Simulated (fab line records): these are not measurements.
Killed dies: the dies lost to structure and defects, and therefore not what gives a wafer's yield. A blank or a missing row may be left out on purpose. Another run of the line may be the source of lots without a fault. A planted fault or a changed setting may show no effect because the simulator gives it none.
Which of the tools did it? -- flow berkeleyCmos170 -- 6 lots, 18 wafers sampled, at 3 steps of a route of 331

== WHAT EACH GAUGE READ, for each wafer ==
UCB170_M1_CD_MEAS_09: the cd target is 700 nm.
lot,measured,on,cdNm (nm)
L410,day 7 18:07,cdSem-01,701.2 700.3 700.8
L411,day 8 00:19,cdSem-01,698.7 699.1 700.2
L412,day 8 19:56,cdSem-02,701.0 699.5 699.6
L418,day 9 12:23,cdSem-02,700.0 700.8 701.3
L425,day 10 18:14,cdSem-02,702.7 701.0 700.9
L429,day 11 05:46,cdSem-02,700.3 699.9 701.0

== WHAT TOOL EACH LOT RAN ON (gives the tool, then ch and the chambers of the sampled wafers, and finally the start) ==
lot,UCB170_SDANNEAL_RTA_01,UCB170_M1_COAT_04
L410,"rtpAnneal-02 ch 0, day 7 10:31","lithoTrack-04 ch 0, day 7 17:00"
L411,"rtpAnneal-01 ch 0, day 7 16:41","lithoTrack-04 ch 0, day 7 23:00"
L412,"rtpAnneal-02 ch 0, day 8 08:11","lithoTrack-01 ch 0, day 8 19:00"
L418,"rtpAnneal-01 ch 0, day 9 04:40","lithoTrack-04 ch 0, day 9 11:00"
L425,"rtpAnneal-02 ch 0, day 10 09:52","lithoTrack-04 ch 0, day 10 16:00"
L429,"rtpAnneal-02 ch 0, day 10 19:53","lithoTrack-01 ch 0, day 11 04:00"
- UCB170_SDANNEAL_RTA_01: time 5 s.
- UCB170_M1_COAT_04: resist thk 900 nm.

== THE ANSWER, worked out from the rows above alone ==
Rule: the usual values come from the lots themselves. Put in order of their means at a reading, lots are off if they are a third of the lots or fewer, leave a main group of 4 or more, and stand apart from it by a gap of 3 or more times the standard deviation of the main group's means; of several such gaps the widest counts. A main group is skipped when, at the precision printed for the reading in the tables above, its means are all equal. A lot without any number at a reading at which 4 lots or more have one is off too. Any other lot the step has rows for is counted as sound.
None of the lots is off at any reading shown; this tells nothing.

== WHAT THE SIMULATOR PUT IN ==
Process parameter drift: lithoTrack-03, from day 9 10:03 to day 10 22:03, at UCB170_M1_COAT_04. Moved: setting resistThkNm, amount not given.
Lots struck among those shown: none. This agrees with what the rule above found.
